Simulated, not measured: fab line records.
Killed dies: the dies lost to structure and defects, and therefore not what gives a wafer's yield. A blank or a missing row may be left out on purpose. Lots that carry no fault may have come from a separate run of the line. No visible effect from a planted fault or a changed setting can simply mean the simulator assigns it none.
Struck lot and sound lot, side by side	flow berkeleyCmos170	19 steps out of a route of 331
Sound: wafers L397.2, L397.3, L397.4. Struck: wafers L401.1, L401.3, L401.4. The cause is given at the end.
At each step with rows: each side's tool, then ch and its chambers, then its first start. Under that, the readings that differ: sound wafers	struck wafers	difference of the means	sigmas: that difference in standard deviations of wafers without a fault.
alike: readings whose means differ by less than 2 such deviations, and words and numbers that are the same on both sides. not compared: withheld readings, readings that some wafer has no value for, bounds like >300 that may hide the same value, and numbers for which the record gives no deviation and whose values overlap.
A row with sigmas, a row that says differs or no value, or rows on one side alone: a step with any of these is where the two part. Numbers that have no deviation but don't overlap get no sigmas and don't part them. Lack of a reading on every wafer of one side parts them only where that side has two or more wafers.

UCB170_M1_CD_MEAS_90: the cd target is 700 nm.
  sound on cdSem-01 at day 8 03:02; struck on cdSem-02 at day 9 04:22
  alike: cdNm
then, 1 step without rows for these wafers: UCB170_M1_ANNEAL_14 (time 1200 s).
UCB170_V1_CVD_00: deposits SiO2 from TEOS/O2, target thk 2000 nm, time 250 s.
  sound on pecvd-03 ch 0,1,2, day 8 04:31; struck on pecvd-01 ch 0,1,2, day 9 09:38
  alike: heaterPowerW
UCB170_V1_THK_MEAS_01:
  sound on filmMetro-02 at day 8 04:41; struck on filmMetro-03 at day 9 09:47
  alike: V1_TEOS_THK
UCB170_V1_CMP_02: polishes SiO2.
  sound on cmp-01 ch 0,1,2, day 8 04:47; struck on cmp-02 ch 1,2,3, day 9 09:51
  alike: motorCurrentA
UCB170_V1_BOW_MEAS_03:
  sound on filmMetro-02 at day 8 05:04; struck on filmMetro-03 at day 9 10:09
  alike: V1_BOW
UCB170_V1_THK_MEAS_04:
  sound on filmMetro-02 at day 8 05:10; struck on filmMetro-03 at day 9 10:16
  alike: V1_POLISHED_THK
then, 5 steps without rows for these wafers: UCB170_V1_CLEAN_05 (cleans in DIW); UCB170_V1_HMDS_06 (prime time 60 s); UCB170_V1_COAT_07 (resist thk 900 nm); UCB170_V1_SOFTBAKE_08 (time 60 s); UCB170_V1_EXPOSE_09 (exposes mask VIA1, target cd 700 nm).
UCB170_V1_PEB_10:
  sound on lithoTrack-03 ch 0, day 8 06:49; struck on lithoTrack-03 ch 0, day 9 12:53
reading	sound	struck	difference	sigmas
heaterPowerTotalW (W)	56.74 56.82 56.83	57.15 57.23 57.21	+0.40	+8
plateTempC (C)	130.08 130.02 130.09	130.83 130.56 130.63	+0.61	+4
then, 1 step without rows for these wafers: UCB170_V1_DEVELOP_11 (develop time 45 s).
UCB170_V1_CD_MEAS_12: the cd target is 700 nm.
  sound on cdSem-02 at day 8 07:05; struck on cdSem-02 at day 9 13:10
reading	sound	struck	difference	sigmas
cdNm (nm)	700.1 699.3 699.4	703.7 704.8 706.3	+5.3	+5
UCB170_V1_OVL_MEAS_13:
  sound on overlay-01 at day 8 07:12; struck on overlay-01 at day 9 13:17
reading	sound	struck	difference	sigmas
V1_OVL (nm)	-3 6 1	-12 -11 -13	-13	-2
UCB170_V1_ETCH_14: etches SiO2 in CHF3/CF4/Ar, stops on Al, target depth 1250 nm, time 291 s.
  sound on rieDiel-02 ch 0,1,3, day 8 07:14; struck on rieDiel-04 ch 0,1,2, day 9 13:19
reading	sound	struck	difference	sigmas
model.V1.cdNm (nm)	700.3 698.1 699.4	704 705.3 705.7	+6	
  alike: drypumpMotorCurrentA, oesProductAu, throttleValvePct
  not compared: rfHoursCounterH
UCB170_V1_STRIP_15: strips in O2.
  sound on plasmaAsher-03 ch 0,1, day 8 07:25; struck on plasmaAsher-03 ch 0,1, day 9 13:29
  alike: drypumpMotorCurrentA, oesProductAu, stripTimeToEndpointS
  not compared: rfHoursCounterH
then, 1 step without rows for these wafers: UCB170_M3_PROBE_99.

## WHERE THEY PART
Last at UCB170_V1_OVL_MEAS_13 as far as this record goes, first at UCB170_V1_PEB_10. Later steps at which nothing parts them and some readings are alike: UCB170_V1_ETCH_14, UCB170_V1_STRIP_15.

WHY: whatever the simulator had introduced
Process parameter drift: lithoTrack-03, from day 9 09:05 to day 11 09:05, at UCB170_V1_PEB_10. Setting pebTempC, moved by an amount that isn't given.
